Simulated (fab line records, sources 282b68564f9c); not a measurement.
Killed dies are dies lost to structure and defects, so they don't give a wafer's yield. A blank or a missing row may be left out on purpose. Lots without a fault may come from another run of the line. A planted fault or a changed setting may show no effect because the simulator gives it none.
fab line records | flow rit_cmos
record lots=5 wafers=23
route steps=202 shown PLDD@115 NSD@132 PSD@143 NLDD@160 SILICIDE@162 CONTACT@171 M1@188
start_h: hours from the record's first day to the start of the lot's first wafer shown | wait_h: hours since the lot's step before | " the same as in the row above | L1.1+2: a row that stands for several wafers | - no value, or no start given | * or withheld: withheld | < > ~ a bound
route shown NAME@n: a module of which the file shows steps, and the number in the route of the first | usual: mean/standard deviation of fault-free wafers | same: alike in all rows | chamber/n: place in a boat | sites: the reading at each site | _std_site: their standard deviation | _edge_site: outer sites' mean less inner sites' | radius_mm: how far each site lies from the wafer's centre | mask NAME#n: copy n | behind: the tool/chamber that last shaped the wafer | hold: why the lot was held/for how many hours/how that ended | device: the transistor (n, p or np) that didn't switch | end of line: the same wafers' tests at the end of the route | a step without rows: its recipe alone | killed: dies lost to structure and defects at the first sort, not the wafer's yield | map: a wafer's dies, x killed, . not, _ none there
set.NAME: the setting as run; set.NAME@STEP: as run at that earlier step | model.NAME: the simulator's own value behind a step, which no gauge read
lots whose settings were changed on purpose; a table a step, a row a wafer
## steps
# step RIT_PLDD_COAT_01
# recipe resist=NOVOLAK spin_rpm=3250 resist_thk_nm=1000
# columns lot.wafer tool chamber start_h wait_h set.resist_thk_nm model.NOVOLAK_of_PLDD_COAT_01.thk_nm
L074.1 litho_track-04 0 41.43 0.1 1000 1005
L074.2 " 0 " " 1000 1010
L074.4 " 0 " " 1044 1051
L074.5 " 0 " " 1044 1052
L074.6 " 0 " " 1044 1050
L076.2 litho_track-02 0 53.54 0.1 1000 1003
L076.3 " 0 " " 1000 1005
L076.4 " 0 " " 1000 1008
L076.5 " 0 " " 1000 1007
L076.6 " 0 " " 1000 1006
L077.1 litho_track-02 0 57.60 0.1 1056 1057
L077.2+3 " 0 " " 1056 1059
L077.4 " 0 " " 1000 999.6
L077.6 " 0 " " 1000 1004
L082.2 litho_track-02 0 82.52 0.1 967.6 968
L082.3 " 0 " " 967.6 969.2
L082.4 " 0 " " 967.6 973.2
L082.5 " 0 " " 1000 1001
L082.6 " 0 " " 1000 1003
L085.3 litho_track-04 0 96.46 0.1 1000 999.1
L085.4 " 0 " " 1000 999.4
L085.5 " 0 " " 1000 1001
# step RIT_PLDD_SOFTBAKE_02
# recipe resist=NOVOLAK temp_c=90 time_s=60
# step RIT_PLDD_EXPOSE_03
# recipe mask_id=M8 na=0.57 target_cd_nm=40900 dose_mj=250
# step RIT_PLDD_DEVELOP_05
# recipe resist=NOVOLAK develop_time_s=50 dev_temp_c=23
# step RIT_PLDD_HARDBAKE_07
# recipe resist=NOVOLAK temp_c=140 time_s=60
# columns lot.wafer tool chamber start_h wait_h set.resist_thk_nm@PLDD_COAT_01 model.NOVOLAK_of_PLDD_COAT_01.thk_nm
L074.1 litho_track-03 0 42.17 0.0 1000 887.9
L074.2 " 0 " " 1000 892.1
L074.4 " 0 " " 1044 928.1
L074.5 " 0 " " 1044 928.9
L074.6 " 0 " " 1044 927.4
L076.2 litho_track-02 0 54.40 0.0 1000 886.6
L076.3 " 0 " " 1000 888.2
L076.4 " 0 " " 1000 891.1
L076.5 " 0 " " 1000 889.6
L076.6 " 0 " " 1000 888.6
L077.1 litho_track-03 0 58.69 0.2 1056 933.8
L077.2 " 0 " " 1056 935
L077.3 " 0 " " 1056 935.7
L077.4 " 0 " " 1000 883.5
L077.6 " 0 " " 1000 887.2
L082.2 litho_track-02 0 83.26 0.0 967.6 855.8
L082.3 " 0 " " 967.6 856.9
L082.4 " 0 " " 967.6 860.4
L082.5 " 0 " " 1000 884.3
L082.6 " 0 " " 1000 886
L085.3 litho_track-04 0 97.19 0.1 1000 883
L085.4 " 0 " " 1000 883.2
L085.5 " 0 " " 1000 884.5
# step RIT_NSD_COAT_01
# recipe resist=NOVOLAK spin_rpm=3250 resist_thk_nm=1000
# columns lot.wafer tool chamber start_h wait_h set.spin_rpm model.NOVOLAK_of_NSD_COAT_01.thk_nm
L074.1+4 litho_track-01 0 45.35 0.1 3173 1013
L074.2 " 0 " " 3250 1004
L074.5 " 0 " " 3250 1001
L074.6 " 0 " " 3250 1002
L076.2 litho_track-04 0 57.61 0.1 3451 973.8
L076.3 " 0 " " 3451 973.4
L076.4 " 0 " " 3250 1000
L076.5 " 0 " " 3250 1005
L076.6 " 0 " " 3451 973.6
L077.1 litho_track-03 0 61.87 0.1 3486 966.7
L077.2 " 0 " " 3250 1003
L077.3 " 0 " " 3486 969.3
L077.4 " 0 " " 3486 968.8
L077.6 " 0 " " 3250 1002
L082.2 litho_track-01 0 86.49 0.1 3250 998.9
L082.3 " 0 " " 3250 1001
L082.4 " 0 " " 3153 1015
L082.5 " 0 " " 3153 1016
L082.6 " 0 " " 3153 1013
L085.3 litho_track-04 0 100.40 0.1 3250 1005
L085.4 " 0 " " 3250 1000
L085.5 " 0 " " 3250 1004
# step RIT_PSD_COAT_01
# recipe resist=NOVOLAK spin_rpm=3250 resist_thk_nm=1000
# columns lot.wafer tool chamber start_h wait_h set.spin_rpm model.NOVOLAK_of_PSD_COAT_01.thk_nm
L074.1 litho_track-04 0 46.77 0.1 3153 1015
L074.2 " 0 " " 3153 1012
L074.4 " 0 " " 3250 999.3
L074.5 " 0 " " 3153 1013
L074.6 " 0 " " 3250 1000
L076.2+5 litho_track-02 0 59.25 0.1 3176 1012
L076.3 " 0 " " 3250 999.5
L076.4 " 0 " " 3250 1005
L076.6 " 0 " " 3250 1001
L077.1+3 litho_track-04 0 63.29 0.1 3250 1002
L077.2 " 0 " " 3359 984.7
L077.4 " 0 " " 3359 984.4
L077.6 " 0 " " 3359 984
L082.2 litho_track-04 0 88.13 0.1 3250 1003
L082.3 " 0 " " 3250 1002
L082.4 " 0 " " 3250 999.2
L082.5 " 0 " " 3250 1004
L082.6 " 0 " " 3250 1001
L085.3 litho_track-02 0 102.12 0.1 3250 1004
L085.4 " 0 " " 3250 1002
L085.5 " 0 " " 3250 1006
# step RIT_PSD_SOFTBAKE_02
# recipe resist=NOVOLAK temp_c=90 time_s=60
# step RIT_PSD_EXPOSE_03
# recipe mask_id=M10 na=0.57 target_cd_nm=40900 dose_mj=250
# step RIT_PSD_DEVELOP_05
# recipe resist=NOVOLAK develop_time_s=50 dev_temp_c=23
# step RIT_PSD_HARDBAKE_07
# recipe resist=NOVOLAK temp_c=140 time_s=60
# columns lot.wafer tool chamber start_h wait_h set.spin_rpm@PSD_COAT_01 model.NOVOLAK_of_PSD_COAT_01.thk_nm
L074.1 litho_track-04 0 47.63 0.0 3153 897.1
L074.2 " 0 " " 3153 894.4
L074.4 " 0 " " 3250 883.1
L074.5 " 0 " " 3153 895.1
L074.6 " 0 " " 3250 883.8
L076.2 litho_track-04 0 60.01 0.1 3176 894.1
L076.3 " 0 " " 3250 883.4
L076.4 " 0 " " 3250 888.1
L076.5 " 0 " " 3176 894.4
L076.6 " 0 " " 3250 884.3
L077.1 litho_track-02 0 64.03 0.0 3250 885.7
L077.2 " 0 " " 3359 870.4
L077.3 " 0 " " 3250 885.1
L077.4 " 0 " " 3359 870.2
L077.6 " 0 " " 3359 869.7
L082.2 litho_track-02 0 88.87 0.0 3250 886.8
L082.3 " 0 " " 3250 885.8
L082.4 " 0 " " 3250 883
L082.5 " 0 " " 3250 887.1
L082.6 " 0 " " 3250 884.9
L085.3 litho_track-01 0 102.86 0.1 3250 887.3
L085.4 " 0 " " 3250 885.9
L085.5 " 0 " " 3250 889
# step RIT_PSD_IMPLANT_08
# recipe species=BF2 energy_kev=27 dose_cm2=5e+15 tilt_deg=7
# step RIT_PSD_STRIP_09
# recipe chemistry=O2 time_s=180 resist=NOVOLAK platen_temp_c=withheld power_w=500 pressure_mtorr=4000 o2_flow_sccm=4000
# step RIT_SDANNEAL_RS_MEAS_07
# recipe thk_meas_gauge=four-point-probe
# usual NLDD_RS=151.6/0.48
# columns lot.wafer tool chamber start_h wait_h set.dose_cm2@NLDD_IMPLANT_08 NLDD_RS[ohm/sq]
L074.1 film_metro-01 - 48.97 0.1 5e+14 151.6
L074.2 " - " " 5e+14 151.4
L074.4 " - " " 5e+14 151.9
L074.5 " - " " 5.352e+14 143.8
L074.6 " - " " 5.352e+14 143.4
L076.2 film_metro-04 - 61.38 0.1 5e+14 151.9
L076.3 " - " " 5.168e+14 147.2
L076.4 " - " " 5e+14 151.0
L076.5 " - " " 5e+14 150.8
L076.6 " - " " 5.168e+14 147.7
L077.1 film_metro-01 - 65.35 0.1 5e+14 151.8
L077.2 " - " " 5e+14 152.0
L077.3 " - " " 5e+14 151.6
L077.4 " - " " 5e+14 152.0
L077.6 " - " " 5e+14 152.2
L082.2 film_metro-04 - 90.20 0.1 5e+14 152.2
L082.3 " - " " 5e+14 151.5
L082.4 " - " " 5e+14 152.0
L082.5 " - " " 5e+14 152.0
L082.6 " - " " 5e+14 151.7
L085.3 film_metro-04 - 104.20 0.1 5e+14 152.2
L085.4 " - " " 5e+14 151.8
L085.5 " - " " 5e+14 151.7
# step RIT_SILICIDE_SPUTTER_01
# recipe material=Ti target_thk_nm=30 power_w=350 chamber_pressure_pa=0.667 gas=Ar time_s=240 substrate_temp_c=25
# columns lot.wafer tool chamber start_h wait_h set.time_s model.Ti_of_SILICIDE_SPUTTER_01.thk_nm
L074.1 pvd_sputter-02 - 49.10 0.0 223.4 27.42
L074.2 " - " " 240 30.07
L074.4 " - " " 223.4 27.83
L074.5 " - " " 240 30.06
L074.6 " - " " 223.4 27.52
L076.2 pvd_sputter-02 - 61.49 0.0 223.5 28.18
L076.3 " - " " 240 29.66
L076.4 " - " " 240 29.58
L076.5 " - " " 223.5 27.65
L076.6 " - " " 223.5 27.97
L077.1 pvd_sputter-04 - 65.48 0.0 240 29.69
L077.2 " - " " 240 29.98
L077.3 " - " " 266 33.4
L077.4 " - " " 266 33.54
L077.6 " - " " 240 30.12
L082.2 pvd_sputter-02 - 90.31 0.0 240 30.33
L082.3 " - " " 240 30.16
L082.4 " - " " 240 30.28
L082.5 " - " " 240 29.98
L082.6 " - " " 240 30.13
L085.3 pvd_sputter-04 - 104.30 0.0 240 29.86
L085.4 " - " " 240 29.25
L085.5 " - " " 240 29.92
# step RIT_SILICIDE_RS_MEAS_02
# recipe thk_meas_gauge=four-point-probe reads=Ti_of_SILICIDE_SPUTTER_01
# usual SILICIDE_TI_RS=47.8/0.77
# columns lot.wafer tool chamber start_h wait_h set.time_s@SILICIDE_SPUTTER_01 SILICIDE_TI_RS[ohm/sq]
L074.1 film_metro-02 - 49.25 0.1 223.4 53.8
L074.2 " - " " 240 47.8
L074.4 " - " " 223.4 52.6
L074.5 " - " " 240 47.9
L074.6 " - " " 223.4 53.3
L076.2 film_metro-03 - 61.66 0.1 223.5 51.7
L076.3 " - " " 240 48.5
L076.4 " - " " 240 48.8
L076.5 " - " " 223.5 52.9
L076.6 " - " " 223.5 52.1
L077.1 film_metro-03 - 65.63 0.1 240 48.6
L077.2 " - " " 240 47.9
L077.3 " - " " 266 41.8
L077.4 " - " " 266 41.6
L077.6 " - " " 240 47.5
L082.2 film_metro-01 - 90.48 0.1 240 47.1
L082.3 " - " " 240 47.5
L082.4 " - " " 240 47.3
L082.5 " - " " 240 47.8
L082.6 " - " " 240 47.7
L085.3 film_metro-02 - 104.49 0.1 240 48.2
L085.4 " - " " 240 49.3
L085.5 " - " " 240 48.0
# step RIT_SILICIDE_THK_MEAS_03
# recipe thk_meas_gauge=xrf reads=Ti_of_SILICIDE_SPUTTER_01
# usual SILICIDE_TI_THK=29.9/0.38
# columns lot.wafer tool chamber start_h wait_h set.time_s@SILICIDE_SPUTTER_01 SILICIDE_TI_THK[nm]
L074.1 film_metro-02 - 49.37 0.1 223.4 27.5
L074.2 " - " " 240 30.1
L074.4 " - " " 223.4 28.0
L074.5 " - " " 240 30.0
L074.6 " - " " 223.4 27.6
L076.2 film_metro-03 - 61.77 0.1 223.5 28.0
L076.3 " - " " 240 29.5
L076.4 " - " " 240 29.4
L076.5 " - " " 223.5 27.5
L076.6 " - " " 223.5 27.7
L077.1 film_metro-03 - 65.75 0.1 240 29.5
L077.2 " - " " 240 29.8
L077.3 " - " " 266 33.2
L077.4 " - " " 266 33.4
L077.6 " - " " 240 29.8
L082.2 film_metro-01 - 90.59 0.1 240 30.2
L082.3 " - " " 240 30.0
L082.4 " - " " 240 30.1
L082.5 " - " " 240 30.0
L082.6 " - " " 240 29.9
L085.3 film_metro-02 - 104.59 0.1 240 29.6
L085.4 " - " " 240 29.2
L085.5 " - " " 240 29.7
# step RIT_CONTACT_COAT_03
# recipe resist=NOVOLAK spin_rpm=3250 resist_thk_nm=1000
# columns lot.wafer tool chamber start_h wait_h set.spin_rpm model.NOVOLAK_of_CONTACT_COAT_03.thk_nm
L074.1 litho_track-01 0 49.86 0.1 3125 1025
L074.2 " 0 " " 3125 1024
L074.4+5 " 0 " " 3250 1004
L074.6 " 0 " " 3250 1002
L076.2 litho_track-02 0 62.29 0.1 3250 999.3
L076.3 " 0 " " 3250 999.5
L076.4 " 0 " " 3250 1001
L076.5 " 0 " " 3250 1005
L076.6 " 0 " " 3250 1003
L077.1 litho_track-02 0 66.26 0.1 3250 994.8
L077.2 " 0 " " 3250 999.3
L077.3 " 0 " " 3250 999.5
L077.4 " 0 " " 3250 1000
L077.6 " 0 " " 3250 998.4
L082.2 litho_track-02 0 91.11 0.1 3250 1002
L082.3 " 0 " " 3033 1040
L082.4 " 0 " " 3250 1008
L082.5 " 0 " " 3033 1041
L082.6 " 0 " " 3250 1005
L085.3 litho_track-01 0 105.13 0.1 3250 995
L085.4 " 0 " " 3250 996.7
L085.5 " 0 " " 3250 996.9
# step RIT_CONTACT_SOFTBAKE_04
# recipe resist=NOVOLAK temp_c=90 time_s=60
# step RIT_CONTACT_EXPOSE_05
# recipe mask_id=M11 na=0.6 source_shape=conventional sigma_outer=0.5 target_cd_nm=1000 dose_mj=250
# step RIT_CONTACT_HARDBAKE_10
# recipe resist=NOVOLAK temp_c=140 time_s=60
# columns lot.wafer tool chamber start_h wait_h set.spin_rpm@CONTACT_COAT_03 model.NOVOLAK_of_CONTACT_COAT_03.thk_nm
L074.1 litho_track-01 0 50.84 0.0 3125 905.6
L074.2 " 0 " " 3125 904.2
L074.4+5 " 0 " " 3250 886.8
L074.6 " 0 " " 3250 885.2
L076.2 litho_track-03 0 63.38 0.0 3250 882.7
L076.3 " 0 " " 3250 882.9
L076.4 " 0 " " 3250 884.4
L076.5 " 0 " " 3250 887.4
L076.6 " 0 " " 3250 885.6
L077.1 litho_track-03 0 67.23 0.0 3250 878.8
L077.2 " 0 " " 3250 882.7
L077.3 " 0 " " 3250 882.9
L077.4 " 0 " " 3250 883.3
L077.6 " 0 " " 3250 881.9
L082.2 litho_track-01 0 92.20 0.0 3250 885.1
L082.3 " 0 " " 3033 918.3
L082.4 " 0 " " 3250 890.5
L082.5 " 0 " " 3033 919
L082.6 " 0 " " 3250 887.5
L085.3 litho_track-02 0 106.55 0.2 3250 878.9
L085.4 " 0 " " 3250 880.4
L085.5 " 0 " " 3250 880.5
# step RIT_M1_COAT_04
# recipe resist=NOVOLAK spin_rpm=2000 resist_thk_nm=1300
# columns lot.wafer tool chamber start_h wait_h set.resist_thk_nm model.NOVOLAK_of_M1_COAT_04.thk_nm
L074.1 litho_track-02 0 52.47 0.1 1300 1307
L074.2 " 0 " " 1300 1298
L074.4 " 0 " " 1300 1299
L074.5 " 0 " " 1300 1301
L074.6 " 0 " " 1300 1304
L076.2 litho_track-02 0 65.00 0.1 1300 1302
L076.3+4 " 0 " " 1300 1303
L076.5 " 0 " " 1234 1234
L076.6 " 0 " " 1234 1236
L077.1 litho_track-02 0 68.85 0.1 1300 1298
L077.2+4 " 0 " " 1267 1267
L077.3 " 0 " " 1267 1266
L077.6 " 0 " " 1300 1302
L082.2 litho_track-02 0 93.83 0.1 1300 1302
L082.3 " 0 " " 1300 1299
L082.4 " 0 " " 1275 1277
L082.5 " 0 " " 1275 1274
L082.6 " 0 " " 1300 1300
L085.3 litho_track-03 0 108.17 0.1 1300 1303
L085.4 " 0 " " 1300 1300
L085.5 " 0 " " 1300 1305
## key
split step=RIT_PLDD_COAT_01 setting=resist_thk_nm stated=1000 by=wafer
response step=RIT_PLDD_COAT_01 reading=model.NOVOLAK_of_PLDD_COAT_01.thk_nm change=+9.97 per=1% r=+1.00
response step=RIT_PLDD_HARDBAKE_07 reading=model.NOVOLAK_of_PLDD_COAT_01.thk_nm change=+8.72 per=1% r=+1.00
split step=RIT_NSD_COAT_01 setting=spin_rpm stated=3250 by=wafer
response step=RIT_NSD_COAT_01 reading=model.NOVOLAK_of_NSD_COAT_01.thk_nm change=-4.7 per=1% r=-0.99
split step=RIT_PSD_COAT_01 setting=spin_rpm stated=3250 by=wafer
response step=RIT_PSD_COAT_01 reading=model.NOVOLAK_of_PSD_COAT_01.thk_nm change=-4.87 per=1% r=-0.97
response step=RIT_PSD_HARDBAKE_07 reading=model.NOVOLAK_of_PSD_COAT_01.thk_nm change=-4.26 per=1% r=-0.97
split step=RIT_SILICIDE_SPUTTER_01 setting=time_s stated=240 by=wafer
response step=RIT_SILICIDE_SPUTTER_01 reading=model.Ti_of_SILICIDE_SPUTTER_01.thk_nm change=+0.315 per=1% r=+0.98
response step=RIT_SILICIDE_RS_MEAS_02 reading=SILICIDE_TI_RS change=-0.611 per=1% r=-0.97
response step=RIT_SILICIDE_THK_MEAS_03 reading=SILICIDE_TI_THK change=+0.317 per=1% r=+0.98
split step=RIT_CONTACT_COAT_03 setting=spin_rpm stated=3250 by=wafer
response step=RIT_CONTACT_COAT_03 reading=model.NOVOLAK_of_CONTACT_COAT_03.thk_nm change=-5.35 per=1% r=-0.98
response step=RIT_CONTACT_HARDBAKE_10 reading=model.NOVOLAK_of_CONTACT_COAT_03.thk_nm change=-4.69 per=1% r=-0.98
split step=RIT_M1_COAT_04 setting=resist_thk_nm stated=1300 by=wafer
response step=RIT_M1_COAT_04 reading=model.NOVOLAK_of_M1_COAT_04.thk_nm change=+13.2 per=1% r=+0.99
split outside_this_file step=RIT_NLDD_IMPLANT_08 setting=dose_cm2
# split outside_this_file: this setting was split too, and the file shows its column; the key of that split is in another file
